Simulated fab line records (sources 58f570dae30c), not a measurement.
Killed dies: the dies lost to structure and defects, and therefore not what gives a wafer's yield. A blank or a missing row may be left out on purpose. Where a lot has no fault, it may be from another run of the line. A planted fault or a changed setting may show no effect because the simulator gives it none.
What tool caused it?	flow berkeleyCmos170	42 wafers from 14 lots sampled at 6 of the route's 331 steps

## WHAT THE GAUGES SHOWED, per wafer
UCB170_PWELL_THK_MEAS_03.
lot	measured	on	PWELL_OXIDE_THK (nm)
L164	day 3 11:29	filmMetro-03	26.5 26.6 26.4
L165	day 3 11:35	filmMetro-04	26.7 27.0 26.4
L166	day 3 20:08	filmMetro-03	27.0 26.7 26.6
L168	day 4 10:35	filmMetro-01	27.7 27.6 27.9
L169	day 4 10:35	filmMetro-03	26.9 27.3 27.2
L171	day 4 17:32	filmMetro-03	26.6 26.8 27.1
L170	day 4 17:33	filmMetro-04	26.5 26.8 27.3
L173	day 5 01:14	filmMetro-01	27.2 27.0 27.0
L174	day 5 01:15	filmMetro-03	26.7 26.5 26.0
L179	day 5 15:28	filmMetro-03	27.1 26.5 26.8
L178	day 5 15:32	filmMetro-04	25.9 26.6 26.3
L181	day 5 22:14	filmMetro-04	26.9 26.8 27.1
L183	day 6 10:22	filmMetro-01	26.2 26.6 26.6
L185	day 6 22:40	filmMetro-03	27.6 27.8 27.5

UCB170_PWELL_THK_MEAS_06.
lot	measured	on	PWELL_NITRIDE_THK (nm)
L164	day 3 19:35	filmMetro-03	215.9 215.7 216.9
L165	day 3 19:40	filmMetro-03	215.7 217.2 219.8
L166	day 4 04:58	filmMetro-01	217.8 217.1 219.1
L168	day 4 19:07	filmMetro-03	214.9 215.1 217.1
L169	day 4 19:07	filmMetro-04	216.8 217.0 217.4
L171	day 5 00:37	filmMetro-03	218.9 221.4 219.8
L170	day 5 00:34	filmMetro-03	216.5 216.6 216.5
L173	day 5 07:34	filmMetro-01	291.9 293.4 293.1 291.8 293.2 293.1
L174	day 5 07:35	filmMetro-03	295.5 294.0 295.0 295.5 293.9 294.8
L179	day 5 21:28	filmMetro-01	217.8 217.4 217.1
L178	day 5 21:32	filmMetro-04	218.2 216.4 218.4
L181	day 6 03:47	filmMetro-03	216.4 215.5 214.4
L183	day 6 15:38	filmMetro-04	213.4 215.0 215.4
L185	day 7 04:19	filmMetro-01	213.8 212.4 212.9

UCB170_PWELL_OVL_MEAS_13.
lot	measured	on	PWELL_OVL (nm)
L164	day 3 20:58	overlay-01	8 8 9
L165	day 3 21:49	overlay-02	1 -1 7
L166	day 4 06:52	overlay-01	3 7 4
L168	day 4 20:08	overlay-01	0 -1 -3
L169	day 4 20:23	overlay-02	-3 1 -1
L171	day 5 02:41	overlay-02	8 8 15
L170	day 5 01:58	overlay-01	-7 -2 -5
L173	day 5 15:48	overlay-02	0 -3 0
L174	day 5 10:47	overlay-02	2 9 4
L179	day 5 23:13	overlay-02	-7 -3 -2
L178	day 5 23:57	overlay-02	5 7 -3
L181	day 6 05:39	overlay-02	-2 -5 -5
L183	day 6 16:40	overlay-02	-6 -5 -4
L185	day 7 06:52	overlay-02	8 7 14

UCB170_ACTIVE_THK_MEAS_03.
lot	measured	on	ACTIVE_OXIDE_THK (nm)
L164	day 5 01:02	filmMetro-01	26.8 27.4 27.1
L165	day 5 01:00	filmMetro-02	26.7 25.9 26.6
L166	day 5 05:25	filmMetro-01	26.3 26.8 26.6
L168	day 5 13:15	filmMetro-01	26.8 27.4 27.5
L169	day 5 13:19	filmMetro-01	27.4 27.3 27.0
L171	day 5 21:40	filmMetro-04	25.7 25.8 25.6
L170	day 5 21:41	filmMetro-01	26.0 26.0 26.2
L179	day 6 14:46	filmMetro-04	27.4 27.9 27.7
L178	day 6 14:44	filmMetro-01	26.5 26.3 26.3
L181	day 6 21:44	filmMetro-02	26.6 26.9 26.9
L183	day 7 15:01	filmMetro-04	26.3 26.7 26.6
L185	day 8 06:14	filmMetro-01	27.8 27.5 27.4

## TOOL THAT RAN EACH LOT (tool first, then ch and the chambers of the sampled wafers, then the start)
lot	UCB170_PWELL_CVD_05	UCB170_PWELL_ETCH_14
L164	lpcvd-02 ch 0, day 3 17:40	rieDiel-01 ch 0,1, day 3 21:01
L165	lpcvd-02 ch 1, day 3 17:40	rieDiel-01 ch 0,2, day 3 21:50
L166	lpcvd-02 ch 0, day 4 03:04	rieDiel-01 ch 0,2,3, day 4 06:55
L168	lpcvd-01 ch 1, day 4 17:12	rieDiel-03 ch 0,3, day 4 20:11
L169	lpcvd-01 ch 0, day 4 17:12	rieDiel-01 ch 1,2,3, day 4 20:25
L171	lpcvd-01 ch 1, day 4 22:38	rieDiel-03 ch 0,3, day 5 02:43
L170	lpcvd-01 ch 1, day 4 22:38	rieDiel-04 ch 0,1,2, day 5 02:00
L173	lpcvd-01 ch 0, day 5 05:39	rieDiel-03 ch 1,2, day 5 15:50
L174	lpcvd-01 ch 0, day 5 05:39	rieDiel-04 ch 0,1, day 5 10:49
L179	lpcvd-02 ch 0, day 5 19:32	rieDiel-01 ch 0,1, day 5 23:15
L178	lpcvd-02 ch 0, day 5 19:32	rieDiel-04 ch 2,3, day 5 23:59
L181	lpcvd-02 ch 1, day 6 01:52	rieDiel-04 ch 1,2,3, day 6 05:41
L183	lpcvd-02 ch 1, day 6 13:44	rieDiel-04 ch 0,2,3, day 6 16:43
L185	lpcvd-02 ch 1, day 7 02:24	rieDiel-03 ch 0,2,3, day 7 06:54
- UCB170_PWELL_CVD_05: deposits Si3N4 from SiH2Cl2/NH3, target thk 220 nm, time 3300 s.
- UCB170_PWELL_ETCH_14: etches Si3N4 in CH3F/Ar/O2, stops on SiO2, target depth 242 nm, time 151 s.

## AS READ BY THE TOOLS THEMSELVES (means over the sampled wafers that have a number; for cases with no such wafer, the mark the record gives instead)
UCB170_PWELL_CVD_05.
lot	tool	pressureMtorr (mTorr)	spikeTcLoadC (C)
L164	lpcvd-02	200.2	825.3
L165	lpcvd-02	200.1	823.5
L166	lpcvd-02	200.0	826.1
L168	lpcvd-01	200.8	827.1
L169	lpcvd-01	199.6	825.3
L171	lpcvd-01	199.8	826.6
L170	lpcvd-01	200.1	826.6
L173	lpcvd-01	199.9	825.4
L174	lpcvd-01	199.8	826.4
L179	lpcvd-02	200.0	826.5
L178	lpcvd-02	199.7	825.9
L181	lpcvd-02	199.3	821.7
L183	lpcvd-02	200.3	822.8
L185	lpcvd-02	200.1	822.9

UCB170_PWELL_ETCH_14.
lot	tool	drypumpMotorCurrentA (A)	oesProductAu (a.u.)	rfFwdPowerW (W)	throttleValvePct (%)
L164	rieDiel-01	5.6	0.933	448.7	7.93
L165	rieDiel-01	5.4	0.943	448.1	7.97
L166	rieDiel-01	5.5	0.942	449.0	7.95
L168	rieDiel-03	5.9	0.916	447.7	8.15
L169	rieDiel-01	5.6	0.940	448.5	7.92
L171	rieDiel-03	6.0	0.934	447.8	8.12
L170	rieDiel-04	5.8	0.930	447.5	8.17
L173	rieDiel-03	6.0	1.007	447.3	8.01
L174	rieDiel-04	6.2	0.992	449.1	8.26
L179	rieDiel-01	5.6	0.940	446.4	7.92
L178	rieDiel-04	5.7	0.921	449.0	8.21
L181	rieDiel-04	5.9	0.918	448.7	8.22
L183	rieDiel-04	5.6	0.925	446.9	8.17
L185	rieDiel-03	6.2	0.918	449.3	8.12

## THE ANSWER, worked out from the rows above alone
Rule: the usual values come from the lots themselves. The widest of any qualifying gaps counts: lots, ordered by their means at a reading, are off when they make up no more than a third of the lots, leave a main group of 4 or more, and stand apart from it by 3 or more times the standard deviation of that group's means. A main group whose means are all the same, to the digits that the tables above print for the reading, isn't used. Also off: a lot with no number at a reading for which 4 or more lots have one. Any other lot the step has rows for is counted as sound. The gauges are gone through in route order, then the tools' own readings, and for those a lot's mean is taken as printed above. The first step at which some lot is off is used, and at that step the reading that is off furthest; a lot without a number counts as furthest.
Off: at UCB170_PWELL_THK_MEAS_06 (PWELL_NITRIDE_THK), L173, L174. For the main group the mean is 216.6 nm and the standard deviation 1.7.
If a tool, at a process step before that reading, ran all the lots that are off and no sound lot after the first of them, it fits. Not tried: the gauges at UCB170_PWELL_THK_MEAS_06; whatever is off there is also off at UCB170_PWELL_ETCH_14, on other tools, and gauge error can't account for it. One fits: UCB170_PWELL_CVD_05 on lpcvd-01. A fault onset in the window from L170 (day 4 22:38, its last sound lot) to L173 (day 5 05:39, its first lot off) fits.

## WHAT WAS PUT IN BY THE SIMULATOR
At UCB170_PWELL_CVD_05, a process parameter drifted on lpcvd-01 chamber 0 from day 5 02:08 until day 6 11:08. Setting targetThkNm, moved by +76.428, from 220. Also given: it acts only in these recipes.
Struck lots among those shown: L173, L174. Same finding as the rule above.
